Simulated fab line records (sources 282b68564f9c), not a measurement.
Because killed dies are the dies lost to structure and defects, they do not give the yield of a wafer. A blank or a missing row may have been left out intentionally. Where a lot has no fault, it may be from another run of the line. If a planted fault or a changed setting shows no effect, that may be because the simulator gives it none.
Which of the tools did it? ; flow rit-cmos ; 15 lots with 45 wafers sampled at 4 steps, on a route of 202 steps

== WHAT THE GAUGES SHOWED, per wafer ==
RIT_ACTIVE_CD_MEAS_11: the cd target is 1400 nm.
lot;measured;on;cd-nm (nm)
L699;day 1 19:53;cd-sem-01;1399.2 1400.9 1399.4
L700;day 2 00:26;cd-sem-01;1397.7 1397.2 1396.7
L701;day 2 05:34;cd-sem-02;1401.2 1399.6 1401.7
L702;day 2 10:37;cd-sem-02;1400.0 1402.3 1399.5
L703;day 2 15:26;cd-sem-02;1402.4 1399.4 1399.5
L704;day 2 20:34;cd-sem-01;1396.1 1396.6 1398.6
L705;day 3 01:34;cd-sem-01;1398.5 1401.1 1399.3
L706;day 3 06:37;cd-sem-01;1399.0 1399.4 1397.0
L707;day 3 11:55;cd-sem-01;1400.2 1398.7 1402.0
L708;day 3 17:09;cd-sem-02;1396.3 1395.5 1396.6
L709;day 3 21:28;cd-sem-01;1402.6 1401.8 1401.5
L712;day 4 12:26;cd-sem-02;1398.0 1397.3 1395.2
L714;day 4 22:39;cd-sem-02;1401.1 1403.2 1400.0
L718;day 5 18:26;cd-sem-01;1400.6 1398.2 1401.6
L719;day 6 00:59;cd-sem-01;1395.3 1394.3 1396.5

RIT_PWELL_OVL_MEAS_06.
lot;measured;on;PWELL_OVL (nm)
L699;day 2 04:07;overlay-02;0.6 1.6 1.4
L700;day 2 08:28;overlay-01;0.4 -0.5 -0.3
L701;day 2 13:09;overlay-02;1.5 2.5 1.6
L702;day 2 17:52;overlay-01;2.9 2.8 1.2
L703;day 2 22:59;overlay-01;0.9 1.6 2.0
L704;day 3 04:20;overlay-02;0.9 1.1 1.3
L705;day 3 08:49;overlay-01;2.8 2.5 2.6
L706;day 3 14:28;overlay-02;-1.4 -2.3 -1.2
L707;day 3 19:17;overlay-02;-0.1 0.2 -0.1
L708;day 4 00:50;overlay-01;0.6 0.3 1.6
L709;day 4 05:43;overlay-02;1.2 1.1 1.6
L712;day 4 20:14;overlay-01;2.7 2.6 1.4
L714;day 5 07:31;overlay-02;361.3 360.5 360.6
L718;day 6 02:02;overlay-01;359.3 361.7 360.2
L719;day 6 08:23;overlay-01;361.4 362.0 362.1

RIT_PLDD_OVL_MEAS_06.
lot;measured;on;PLDD_OVL (nm)
L699;day 3 00:38;overlay-02;4.0 1.2 3.0
L700;day 3 04:25;overlay-01;0.7 0.0 -0.7
L701;day 3 09:55;overlay-01;-0.5 -0.6 1.1
L702;day 3 14:11;overlay-01;-2.3 -1.9 -3.1
L703;day 3 19:14;overlay-01;0.1 -1.9 -0.7
L704;day 4 01:40;overlay-01;1.6 -0.9 0.1
L705;day 4 04:48;overlay-02;-1.6 -1.4 -1.1
L706;day 4 10:30;overlay-01;0.5 0.8 -0.2
L707;day 4 16:46;overlay-01;-0.9 -0.9 -0.8
L708;day 4 21:37;overlay-01;0.0 0.9 2.0
L709;day 5 01:36;overlay-01;-2.4 -2.7 -1.4
L712;day 5 16:57;overlay-02;1.3 0.2 -0.4
L714;day 6 03:28;overlay-01;0.0 -1.1 -0.7
L718;day 6 22:34;overlay-01;0.3 0.6 0.4
L719;day 7 04:33;overlay-02;-1.3 -0.2 -1.1

== TOOL THAT RAN EACH LOT (tool first, then ch and the chambers of the sampled wafers, then the start) ==
lot;RIT_PWELL_EXPOSE_03
L699;iline-stepper-01 ch 0, day 2 03:43
L700;iline-stepper-02 ch 0, day 2 08:02
L701;iline-stepper-02 ch 0, day 2 12:43
L702;iline-stepper-02 ch 0, day 2 17:28
L703;iline-stepper-01 ch 0, day 2 22:33
L704;iline-stepper-01 ch 0, day 3 03:55
L705;iline-stepper-01 ch 0, day 3 08:23
L706;iline-stepper-02 ch 0, day 3 14:04
L707;iline-stepper-02 ch 0, day 3 18:49
L708;iline-stepper-01 ch 0, day 4 00:25
L709;iline-stepper-01 ch 0, day 4 05:17
L712;iline-stepper-01 ch 0, day 4 19:49
L714;iline-stepper-02 ch 0, day 5 07:05
L718;iline-stepper-02 ch 0, day 6 01:35
L719;iline-stepper-02 ch 0, day 6 07:55
- RIT_PWELL_EXPOSE_03: exposes mask M3, target cd 43700 nm.

== AS READ BY THE TOOLS THEMSELVES (means over the sampled wafers that have a number; for cases with no such wafer, the mark the record gives instead) ==
The record holds no such reading with a usual standard deviation.

== THE ANSWER, worked out from the rows above alone ==
Rule: the usual values come from the lots themselves. The widest of any qualifying gaps counts: lots, ordered by their means at a reading, are off when they make up no more than a third of the lots, leave a main group of 4 or more, and stand apart from it by 3 or more times the standard deviation of that group's means. Not used: any main group whose means are identical at the precision the tables above print for the reading. A lot without any number at a reading at which 4 lots or more have one is off too. Any other lot the step has rows for is counted as sound. After the gauges, taken in route order, come the tools' own readings; for these a lot's mean is taken, as printed above. At the first step where some lot is off, the reading lying furthest off is the one used; lots without a number count as furthest.
Off: L714, L718, L719, at RIT_PWELL_OVL_MEAS_06 (PWELL_OVL). The main group: mean 1.1 nm, standard deviation 1.2.
If a tool, at a process step before that reading, ran all the lots that are off and no sound lot after the first of them, it fits. The gauges at RIT_PWELL_OVL_MEAS_06 are tried like those tools. One fits: RIT_PWELL_EXPOSE_03 on iline-stepper-02. A fault onset in the window from L707 (day 3 18:49, its last sound lot) to L714 (day 5 07:05, its first lot off) fits.

== WHAT THE SIMULATOR HAD PUT IN ==
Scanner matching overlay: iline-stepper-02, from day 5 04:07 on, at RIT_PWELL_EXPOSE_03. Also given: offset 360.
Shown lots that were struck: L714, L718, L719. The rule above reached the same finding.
